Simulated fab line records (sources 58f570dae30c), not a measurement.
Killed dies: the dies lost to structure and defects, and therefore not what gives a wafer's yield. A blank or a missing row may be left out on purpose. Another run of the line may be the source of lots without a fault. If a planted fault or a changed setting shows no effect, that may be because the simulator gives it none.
Check for tools in common	flow berkeleyCmos170	Sampled: 13 lots, 42 wafers

== REASON FOR OPENING ==
On 1 of the 13 lots, a flag is raised at UCB170_M3_CD_MEAS_90 on the reading cdNm. No-fault wafers: 699.0 nm, standard deviation 2.8.
Rule: a lot is flagged when every wafer of it that has a number lies more than 4 standard deviations from that mean, or none has a number. All remaining lots are regarded as sound.

lot	measured	on	cdNm (nm), wafer by wafer	flag
L862	day 8 02:34	cdSem-01	704.0 698.7 700.4	
L864	day 8 13:56	cdSem-02	703.8 701.4 700.5	
L869	day 9 00:46	cdSem-02	704.5 701.8 702.5	
L865	day 9 01:32	cdSem-01	697.3 695.4 697.6	
L867	day 9 01:51	cdSem-02	703.0 700.8 700.4	
L870	day 9 23:52	cdSem-02	684.7 683.3 684.3 684.1 683.1 684.3	FLAGGED
L872	day 10 00:14	cdSem-01	696.9 696.7 697.7	
L878	day 10 22:56	cdSem-02	692.0 695.1 693.4	
L879	day 11 12:53	cdSem-02	697.0 695.5 697.2	
L882	day 12 04:23	cdSem-01	697.6 696.9 698.5	
L881	day 12 05:52	cdSem-01	694.9 698.3 695.5	
L885	day 12 06:12	cdSem-01	695.2 694.1 693.3	
L884	day 12 07:09	cdSem-01	699.5 699.2 701.0	
The mean of the flagged lots' numbers is 684.0 nm, -15.0 nm from the usual (-5 standard deviations).

== EACH LOT AND THE TOOL IT RAN ON ==
2 process steps preceding the reading are held in the record, out of 331 steps in the route. Each cell gives the tool, then ch followed by the chambers the sampled wafers passed through, then the start.
lot	flag	UCB170_M3_METAL_ETCH_18	UCB170_M3_STRIP_19
L862		rieMetal-03 ch 0,1, day 8 02:19	plasmaAsher-01 ch 0,1, day 8 02:28
L864		rieMetal-03 ch 0,1, day 8 13:33	plasmaAsher-02 ch 0,1, day 8 13:44
L869		rieMetal-03 ch 0,1, day 9 00:30	plasmaAsher-02 ch 0,1, day 9 00:40
L865		rieMetal-02 ch 0,1, day 9 01:14	plasmaAsher-01 ch 0,1, day 9 01:25
L867		rieMetal-03 ch 0,1, day 9 01:34	plasmaAsher-04 ch 0,1, day 9 01:45
L870	FLAGGED	rieMetal-03 ch 1, day 9 23:24	plasmaAsher-02 ch 0,1, day 9 23:46
L872		rieMetal-02 ch 0,1, day 9 23:57	plasmaAsher-01 ch 0,1, day 10 00:08
L878		rieMetal-02 ch 0,1, day 10 22:40	plasmaAsher-02 ch 0,1, day 10 22:49
L879		rieMetal-02 ch 0,1, day 11 12:36	plasmaAsher-02 ch 0,1, day 11 12:47
L882		rieMetal-02 ch 0,1, day 12 04:08	plasmaAsher-04 ch 0,1, day 12 04:17
L881		rieMetal-04 ch 0,1, day 12 05:12	plasmaAsher-04 ch 0,1, day 12 05:23
L885		rieMetal-02 ch 0,1, day 12 05:48	plasmaAsher-02 ch 0,1, day 12 05:59
L884		rieMetal-04 ch 0,1, day 12 06:52	plasmaAsher-04 ch 0,1, day 12 07:03
What the steps here do:
- UCB170_M3_METAL_ETCH_18: etches Al in Cl2/BCl3, stops on SiO2, target depth 1170 nm, time 195 s.
- UCB170_M3_STRIP_19: strips in O2.
- UCB170_M3_CD_MEAS_90: target cd 700 nm.

== FLAGGED OVER TOTAL, TOOL BY TOOL (the gauges that took the reading come last) ==
step	tool	lots run	flagged	share of the flagged lots	sound lots run after its first flagged lot
UCB170_M3_METAL_ETCH_18	rieMetal-02	6	0	none	-
UCB170_M3_METAL_ETCH_18	rieMetal-03	5	1	all	0
UCB170_M3_METAL_ETCH_18	rieMetal-04	2	0	none	-
UCB170_M3_STRIP_19	plasmaAsher-01	3	0	none	-
UCB170_M3_STRIP_19	plasmaAsher-02	6	1	all	3 (L878,L879,L885)
UCB170_M3_STRIP_19	plasmaAsher-04	4	0	none	-
UCB170_M3_CD_MEAS_90	cdSem-01	7	0	none	-
UCB170_M3_CD_MEAS_90	cdSem-02	6	1	all	2 (L878,L879)

== WHAT THE TABLE PERMITS ==
In the table, 3 rows ran each flagged lot (rieMetal-03 at UCB170_M3_METAL_ETCH_18; plasmaAsher-02 at UCB170_M3_STRIP_19; cdSem-02 at UCB170_M3_CD_MEAS_90).
- rieMetal-03 at UCB170_M3_METAL_ETCH_18 ran 5 lots, 1 of them flagged. It ran its last sound lot, L867, at day 9 01:34 and its first flagged lot, L870, at day 9 23:24: a fault with its onset between the two fits.
- plasmaAsher-02 at UCB170_M3_STRIP_19 ran 6 lots, 1 of them flagged. Lots that were sound ran on it after the first flagged one (L878, L879, L885); a persistent fault on the entire tool would not allow that. Its own readings lie more than 4 standard deviations out on every wafer of the flagged lots: oesProductAu.
- cdSem-02 at UCB170_M3_CD_MEAS_90 ran 6 lots, 1 of them flagged. Lots that were sound ran on it after the first flagged one (L878, L879); a persistent fault on the entire tool would not allow that.
Just one tool remains: rieMetal-03 at UCB170_M3_METAL_ETCH_18.

== WHAT WAS PUT IN BY THE SIMULATOR ==
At UCB170_M3_METAL_ETCH_18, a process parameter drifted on rieMetal-03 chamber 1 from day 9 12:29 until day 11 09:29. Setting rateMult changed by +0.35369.
Struck lots among those shown: L870. The same result came from the rule above.
